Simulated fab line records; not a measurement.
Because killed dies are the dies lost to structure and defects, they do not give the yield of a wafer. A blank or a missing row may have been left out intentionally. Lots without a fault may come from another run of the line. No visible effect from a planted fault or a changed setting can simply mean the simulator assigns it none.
Which tool did it?    flow berkeley cmos170    72 wafers from 24 lots sampled at 6 of the route's 331 steps

== WHAT THE GAUGES READ, wafer by wafer ==
UCB170_V1_THK_MEAS_01. Usual: V1_TEOS_THK typically reads 2004 nm, with standard deviation 27.
lot   measured      on             V1_TEOS_THK (nm)  flag
L074  day 8 14:05   film metro-01  2030 2028 2036    
L076  day 8 15:25   film metro-02  1940 1970 1992    
L075  day 8 15:25   film metro-04  2001 1990 2013    
L078  day 9 07:07   film metro-01  1979 2029 1985    
L077  day 9 05:47   film metro-02  1978 2018 2006    
L079  day 9 16:37   film metro-02  1955 1986 2026    
L080  day 9 15:17   film metro-02  2024 2054 2061    
L081  day 10 02:13  film metro-02  2006 1982 2023    
L082  day 10 15:51  film metro-01  2017 2031 2060    
L083  day 11 00:44  film metro-01  2009 1992 2033    
L084  day 11 02:04  film metro-02  1986 1990 2031    
L085  day 10 22:38  film metro-01  1964 2009 2004    
L086  day 11 02:05  film metro-01  2011 2007 2007    
L087  day 12 02:19  film metro-04  2000 1949 2017    
L088  day 11 12:04  film metro-02  1987 2034 2032    
L089  day 12 04:59  film metro-02  1963 1993 2045    
L090  day 12 03:40  film metro-04  2002 1976 2026    
L091  day 12 04:59  film metro-01  1986 1981 2007    
L092  day 12 04:59  film metro-04  1979 2001 2037    
L093  day 13 07:34  film metro-02  1992 1992 2042    
L094  day 13 10:19  film metro-04  1962 1992 2002    
L095  day 13 11:40  film metro-01  1948 2003 2047    
L096  day 13 08:54  film metro-01  1959 2065 2027    
L097  day 14 11:58  film metro-02  1963 2003 2002    

UCB170_M3_THK_MEAS_03: measures by xrf. Usual: M3_AL_THK typically reads 861 nm, with standard deviation 9.9.
lot   measured      on             M3_AL_THK (nm)  flag
L074  day 8 21:51   film metro-01  856 860 850     
L076  day 9 00:00   film metro-03  868 879 880     
L075  day 8 23:46   film metro-04  855 847 847     
L078  day 9 14:35   film metro-04  852 861 856     
L077  day 9 13:26   film metro-03  867 872 877     
L079  day 10 00:38  film metro-01  868 852 860     
L080  day 9 22:41   film metro-04  863 853 865     
L081  day 10 11:23  film metro-01  878 869 871     
L082  day 11 00:04  film metro-01  858 868 863     
L083  day 11 09:19  film metro-03  864 861 865     
L084  day 11 10:37  film metro-04  851 858 853     
L085  day 11 09:01  film metro-04  864 862 854     
L086  day 11 10:32  film metro-03  863 885 874     
L087  day 12 10:13  film metro-03  869 857 866     
L088  day 11 20:11  film metro-04  847 853 854     
L089  day 12 16:23  film metro-04  862 870 865     
L090  day 12 13:15  film metro-04  846 859 844     
L091  day 12 16:37  film metro-03  847 845 850     
L092  day 12 16:16  film metro-01  869 858 873     
L093  day 13 17:08  film metro-03  871 857 869     
L094  day 13 21:17  film metro-03  847 853 861     
L095  day 13 21:26  film metro-01  865 864 869     
L096  day 13 17:13  film metro-04  852 847 850     
L097  day 14 20:20  film metro-04  863 851 860     

== TOOL THAT RAN EACH LOT (tool first, then ch and the chambers of the sampled wafers, then the start) ==
lot   UCB170_ZERO_ETCH_06                UCB170_NSD_STRIP_09                   UCB170_CONTACT_STRIP_06               UCB170_V2_ETCH_14
L074  rie diel-02 ch 2,3, day 1 21:25    plasma asher-04 ch 0, day 8 03:30     plasma asher-01 ch 0,1, day 8 08:45   rie diel-04 ch 0,1,2, day 8 21:11
L076  rie diel-04 ch 0,2, day 2 03:35    plasma asher-01 ch 0,1, day 8 03:49   plasma asher-02 ch 0,1, day 8 09:43   rie diel-03 ch 0,1, day 8 23:20
L075  rie diel-01 ch 0,1,2, day 2 03:41  plasma asher-04 ch 0,1, day 8 03:42   plasma asher-01 ch 0,1, day 8 09:43   rie diel-01 ch 0,2, day 8 23:05
L078  rie diel-01 ch 0,1,2, day 2 15:54  plasma asher-04 ch 0,1, day 8 20:35   plasma asher-01 ch 0, day 9 01:31     rie diel-04 ch 1,3, day 9 13:55
L077  rie diel-02 ch 0,2, day 2 15:59    plasma asher-01 ch 0,1, day 8 19:52   plasma asher-03 ch 0, day 9 00:44     rie diel-03 ch 0,3, day 9 12:40
L079  rie diel-02 ch 0,2,3, day 2 21:19  plasma asher-04 ch 0,1, day 9 05:27   plasma asher-01 ch 0,1, day 9 10:06   rie diel-01 ch 1,2, day 9 23:57
L080  rie diel-02 ch 0,1,2, day 3 01:26  plasma asher-04 ch 1, day 9 05:05     plasma asher-02 ch 0,1, day 9 09:39   rie diel-04 ch 1,2,3, day 9 22:01
L081  rie diel-04 ch 0,1,2, day 3 06:02  plasma asher-01 ch 0,1, day 9 15:59   plasma asher-01 ch 0,1, day 9 20:29   rie diel-04 ch 1,2, day 10 10:43
L082  rie diel-02 ch 0,2,3, day 3 13:23  plasma asher-03 ch 0,1, day 10 05:06  plasma asher-03 ch 0,1, day 10 10:04  rie diel-03 ch 0,1,3, day 10 23:23
L083  rie diel-01 ch 0,1,3, day 3 21:23  plasma asher-03 ch 0,1, day 10 12:02  plasma asher-01 ch 0,1, day 10 18:57  rie diel-03 ch 0,2, day 11 08:39
L084  rie diel-01 ch 0,1, day 4 01:16    plasma asher-03 ch 0,1, day 10 12:26  plasma asher-02 ch 0,1, day 10 18:57  rie diel-04 ch 1,2,3, day 11 09:57
L085  rie diel-04 ch 0,1,3, day 4 10:48  plasma asher-01 ch 0,1, day 10 12:19  plasma asher-01 ch 0,1, day 10 17:10  rie diel-04 ch 1,2, day 11 08:19
L086  rie diel-02 ch 0,1, day 4 11:05    plasma asher-03 ch 0,1, day 10 12:48  plasma asher-03 ch 0,1, day 10 18:59  rie diel-01 ch 1,2,3, day 11 09:48
L087  rie diel-01 ch 0,2,3, day 4 15:07  plasma asher-01 ch 0,1, day 11 13:41  plasma asher-03 ch 0,1, day 11 18:12  rie diel-04 ch 0,1,2, day 12 09:29
L088  rie diel-02 ch 1,2, day 4 15:23    plasma asher-03 ch 1, day 11 00:58    plasma asher-03 ch 0,1, day 11 06:21  rie diel-03 ch 1,2, day 11 19:30
L089  rie diel-01 ch 1,3, day 4 23:35    plasma asher-04 ch 0, day 11 14:09    plasma asher-03 ch 0,1, day 11 18:53  rie diel-03 ch 0,1,3, day 12 15:33
L090  rie diel-02 ch 0,1,2, day 5 05:21  plasma asher-03 ch 0,1, day 11 14:45  plasma asher-03 ch 0, day 11 20:07    rie diel-01 ch 1,2, day 12 12:25
L091  rie diel-04 ch 1,2,3, day 5 11:38  plasma asher-03 ch 0,1, day 11 14:00  plasma asher-02 ch 0,1, day 11 18:53  rie diel-01 ch 0,1,3, day 12 15:55
L092  rie diel-01 ch 0,2,3, day 5 15:14  plasma asher-03 ch 0,1, day 11 14:23  plasma asher-03 ch 0,1, day 11 19:59  rie diel-04 ch 0,2,3, day 12 15:26
L093  rie diel-02 ch 0,2,3, day 5 21:32  plasma asher-03 ch 0,1, day 12 21:07  plasma asher-03 ch 0,1, day 13 02:01  rie diel-03 ch 1,2,3, day 13 16:27
L094  rie diel-02 ch 0,2,3, day 6 04:51  plasma asher-03 ch 0, day 12 22:00    plasma asher-01 ch 0,1, day 13 04:01  rie diel-04 ch 0,1,3, day 13 20:37
L095  rie diel-01 ch 0,1, day 6 08:11    plasma asher-04 ch 0,1, day 12 21:38  plasma asher-02 ch 0,1, day 13 04:02  rie diel-03 ch 0,1,3, day 13 20:45
L096  rie diel-02 ch 0,2, day 6 08:17    plasma asher-01 ch 0,1, day 12 21:29  plasma asher-02 ch 0,1, day 13 02:16  rie diel-04 ch 1,3, day 13 16:30
L097  rie diel-01 ch 1,2,3, day 6 21:27  plasma asher-04 ch 0,1, day 14 00:10  plasma asher-02 ch 0,1, day 14 05:32  rie diel-04 ch 0,3, day 14 19:39
- UCB170_ZERO_ETCH_06: etches SiO2 in CHF3/CF4/Ar, time 12 s.
- UCB170_NSD_STRIP_09: strips in O2.
- UCB170_CONTACT_STRIP_06: strips in O2.
- UCB170_V2_ETCH_14: etches SiO2 in CHF3/CF4/Ar, stops on Al, target depth 1250 nm, time 291 s.

== WHAT THE TOOLS THEMSELVES READ (means of the sampled wafers that have a number; where no wafer has one, the mark that the record gives instead) ==
UCB170_ZERO_ETCH_06. Usual: drypump motor current A 5.7 A, standard deviation 0.53; oes product au 0.614 a.u., standard deviation 0.0096; rf fwd power W 491.8 W, standard deviation 3; throttle valve pct 9.27 %, standard deviation 0.14.
lot   tool         drypump motor current A (A)  oes product au (a.u.)  rf fwd power W (W)  throttle valve pct (%)  flag
L074  rie diel-02  5.9                          0.615                  491.1               9.20                    
L076  rie diel-04  6.0                          0.615                  491.1               9.15                    
L075  rie diel-01  5.3                          0.615                  491.0               9.20                    
L078  rie diel-01  5.3                          0.619                  492.1               9.20                    
L077  rie diel-02  6.4                          0.619                  493.7               9.32                    
L079  rie diel-02  6.2                          0.612                  494.5               9.25                    
L080  rie diel-02  6.0                          0.619                  495.1               9.33                    
L081  rie diel-04  5.8                          0.618                  491.5               9.27                    
L082  rie diel-02  6.2                          0.614                  493.8               9.27                    
L083  rie diel-01  5.4                          0.604                  491.1               9.20                    
L084  rie diel-01  5.3                          0.611                  490.6               9.08                    
L085  rie diel-04  5.7                          0.609                  489.5               9.40                    
L086  rie diel-02  5.9                          0.622                  494.7               9.30                    
L087  rie diel-01  5.1                          0.610                  489.0               9.30                    
L088  rie diel-02  5.6                          0.614                  495.7               9.33                    
L089  rie diel-01  5.7                          0.602                  492.1               9.24                    
L090  rie diel-02  5.9                          0.618                  495.6               9.32                    
L091  rie diel-04  5.5                          0.615                  490.1               9.32                    
L092  rie diel-01  5.1                          0.609                  489.6               9.29                    
L093  rie diel-02  6.1                          0.614                  494.3               9.27                    
L094  rie diel-02  6.1                          0.618                  492.0               9.27                    
L095  rie diel-01  5.5                          0.618                  493.0               9.12                    
L096  rie diel-02  6.0                          0.618                  496.0               9.34                    
L097  rie diel-01  5.4                          0.607                  489.4               9.33                    

UCB170_NSD_STRIP_09. Usual: drypump motor current A 5.8 A, standard deviation 0.52; oes product au 0.536 a.u., standard deviation 0.0047; strip time to endpoint s 35.66 s, standard deviation 0.063.
lot   tool             drypump motor current A (A)  oes product au (a.u.)  strip time to endpoint s (s)  flag
L074  plasma asher-04  4.9                          0.536                  35.74                         
L076  plasma asher-01  6.1                          0.535                  35.68                         
L075  plasma asher-04  5.2                          0.536                  35.67                         
L078  plasma asher-04  5.0                          0.537                  35.66                         
L077  plasma asher-01  6.2                          0.530                  35.59                         
L079  plasma asher-04  5.1                          0.540                  35.80                         
L080  plasma asher-04  5.3                          0.536                  35.59                         
L081  plasma asher-01  6.1                          0.538                  35.56                         
L082  plasma asher-03  6.2                          0.538                  35.72                         
L083  plasma asher-03  6.2                          0.538                  35.66                         
L084  plasma asher-03  6.0                          0.533                  35.67                         
L085  plasma asher-01  6.2                          0.535                  35.66                         
L086  plasma asher-03  6.2                          0.535                  35.70                         
L087  plasma asher-01  6.1                          0.534                  35.62                         
L088  plasma asher-03  5.8                          0.536                  35.70                         
L089  plasma asher-04  4.9                          0.534                  35.59                         
L090  plasma asher-03  6.0                          0.537                  35.76                         
L091  plasma asher-03  6.2                          0.539                  35.61                         
L092  plasma asher-03  6.2                          0.538                  35.64                         
L093  plasma asher-03  6.2                          0.540                  35.73                         
L094  plasma asher-03  6.4                          0.535                  35.65                         
L095  plasma asher-04  5.2                          0.540                  35.65                         
L096  plasma asher-01  6.1                          0.535                  35.66                         
L097  plasma asher-04  5.0                          0.535                  35.60                         

UCB170_CONTACT_STRIP_06. Usual: drypump motor current A 6.01 A, standard deviation 0.27; oes product au 0.735 a.u., standard deviation 0.0046; strip time to endpoint s 21.98 s, standard deviation 0.056.
lot   tool             drypump motor current A (A)  oes product au (a.u.)  strip time to endpoint s (s)  flag
L074  plasma asher-01  6.21                         0.734                  21.98                         
L076  plasma asher-02  5.79                         0.732                  22.00                         
L075  plasma asher-01  6.22                         0.734                  22.00                         
L078  plasma asher-01  6.32                         0.738                  21.93                         
L077  plasma asher-03  6.33                         0.740                  21.99                         
L079  plasma asher-01  6.20                         0.732                  22.07                         
L080  plasma asher-02  5.67                         0.736                  21.96                         
L081  plasma asher-01  6.10                         0.735                  22.04                         
L082  plasma asher-03  6.01                         0.733                  21.93                         
L083  plasma asher-01  6.22                         0.734                  21.89                         
L084  plasma asher-02  5.67                         0.736                  21.98                         
L085  plasma asher-01  6.21                         0.739                  21.93                         
L086  plasma asher-03  6.01                         0.734                  22.01                         
L087  plasma asher-03  6.01                         0.730                  22.03                         
L088  plasma asher-03  6.17                         0.733                  21.88                         
L089  plasma asher-03  6.15                         0.733                  21.95                         
L090  plasma asher-03  6.32                         0.732                  21.94                         
L091  plasma asher-02  5.81                         0.732                  22.04                         
L092  plasma asher-03  6.00                         0.736                  21.90                         
L093  plasma asher-03  6.14                         0.735                  21.97                         
L094  plasma asher-01  6.12                         0.734                  22.00                         
L095  plasma asher-02  5.78                         0.735                  21.96                         
L096  plasma asher-02  5.81                         0.732                  21.98                         
L097  plasma asher-02  5.66                         0.735                  21.99                         

UCB170_V2_ETCH_14. Usual: drypump motor current A 5.8 A, standard deviation 0.47; oes product au 0.869 a.u., standard deviation 0.013; rf fwd power W 698.3 W, standard deviation 2.1; throttle valve pct 6.96 %, standard deviation 0.13.
lot   tool         drypump motor current A (A)  oes product au (a.u.)  rf fwd power W (W)  throttle valve pct (%)  flag
L074  rie diel-04  5.8                          0.873                  699.1               6.98                    
L076  rie diel-03  6.5                          0.876                  698.0               6.91                    
L075  rie diel-01  5.0                          0.873                  697.0               6.90                    
L078  rie diel-04  5.4                          0.869                  694.2               7.13                    
L077  rie diel-03  6.0                          0.877                  696.9               6.79                    
L079  rie diel-01  5.5                          0.862                  699.6               6.95                    
L080  rie diel-04  5.5                          0.864                  697.7               7.03                    
L081  rie diel-04  5.5                          0.877                  697.2               7.02                    
L082  rie diel-03  6.2                          0.873                  698.9               6.85                    
L083  rie diel-03  5.9                          0.883                  697.3               6.94                    
L084  rie diel-04  5.5                          0.870                  697.9               7.02                    
L085  rie diel-04  5.5                          0.878                  698.8               7.03                    
L086  rie diel-01  5.4                          0.858                  698.3               7.03                    
L087  rie diel-04  5.8                          0.866                  699.5               6.98                    
L088  rie diel-03  6.3                          0.879                  700.7               6.97                    
L089  rie diel-03  6.2                          0.877                  700.3               6.86                    
L090  rie diel-01  5.3                          0.870                  696.6               7.02                    
L091  rie diel-01  5.4                          0.855                  697.9               6.92                    
L092  rie diel-04  5.8                          0.857                  697.7               6.96                    
L093  rie diel-03  6.3                          0.878                  699.6               6.88                    
L094  rie diel-04  5.7                          0.865                  698.3               7.08                    
L095  rie diel-03  6.2                          0.875                  698.5               6.86                    
L096  rie diel-04  5.4                          0.855                  697.5               7.14                    
L097  rie diel-04  5.7                          0.851                  698.9               7.08                    

== THE ANSWER, worked out from the rows above alone ==
Rule: lot off if the mean of its wafers having a number is beyond 3 standard deviations from the usual mean. Also off: a lot with no number at a reading for which 4 or more lots have one. Any other lot the step has rows for is counted as sound. The gauges are gone through in route order, then the tools' own readings, and for those a lot's mean is taken as printed above. At the first step where some lot is off, the reading lying furthest off is the one used; lots without a number count as furthest.
No lot is off on any of the readings shown, so nothing can be concluded from this.

== WHAT THE SIMULATOR HAD PUT IN ==
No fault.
